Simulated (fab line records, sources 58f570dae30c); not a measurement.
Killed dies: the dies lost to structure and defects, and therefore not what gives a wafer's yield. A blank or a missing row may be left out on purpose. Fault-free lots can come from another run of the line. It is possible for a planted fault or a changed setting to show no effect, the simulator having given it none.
A sampling plan put to the test | flow berkeley cmos170 | one fab line, 2 faults that these records tell of, each judged on the records of the lots that it struck; 4 more are left out, because the records don't allow judging them
Plan = the line's own looks (route steps where a gauge or an inspection reads the wafer without altering it). A look is open to judgement when struck wafers have a number at it and the file gives its usual mean and standard deviation on fault-free wafers. Caught: at a look after the fault's first step, the mean of the struck wafers lies 4 or more of those standard deviations (sigma) from the usual mean. On the tool: the same test on the tool's own readings at the fault's steps. Also counted as caught: the struck wafers showing another recipe, or a record that is empty for them alone.

== THE FAULTS, as the simulator had put them in ==
1. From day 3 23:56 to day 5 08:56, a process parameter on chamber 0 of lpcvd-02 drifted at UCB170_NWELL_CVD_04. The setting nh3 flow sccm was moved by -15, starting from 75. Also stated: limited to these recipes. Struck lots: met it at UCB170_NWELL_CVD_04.
2. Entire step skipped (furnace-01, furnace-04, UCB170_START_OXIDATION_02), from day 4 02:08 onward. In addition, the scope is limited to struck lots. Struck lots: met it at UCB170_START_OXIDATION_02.

== WHAT THE PLAN SAW ==
fault | on the tool itself                               | first look that catches it     | reading, sigma        | median hours from its first step to that look | hours from the fault's start to the first struck lot there | judged looks passed uncaught
1     | nh3 flow sccm -78 sigma                          | UCB170_NWELL_THK_MEAS_05       | NWELL_NITRIDE_THK -17 | 1.9                                           | 12                                                         | 0
2     | the tool's record is blank for the struck wafers | no look after it can be judged | -                     | -                                             | -                                                          | 0
A dash: the fault isn't caught, or these records don't give the number.

Caught at a look: 1 of 2. Caught on the tool: 2 of 2. By one or the other: 2 of 2.
Caught on the tool alone: fault 2.

== THINNER SAMPLING ==
If the look that catches a fault measured only every second or every third lot, by lot number, the first struck lot would be measured this late in the worst case:
fault | struck lots at that look, in order of time | every lot | every second lot | every third lot
1     | L733                                       | 12 h      | may miss it      | may miss it
Hours: fault start to first struck lot measured. Since the struck wafers were tested as one group against 4 sigma, a single lot by itself may lie under the limit. Other struck lots may not be in these records.

== THE LONGEST TIMED WAY FROM STEP TO LOOK ==
In fault 1, a median of 1.9 hours elapses between UCB170_NWELL_CVD_04 and UCB170_NWELL_THK_MEAS_05. No look between them can be judged.
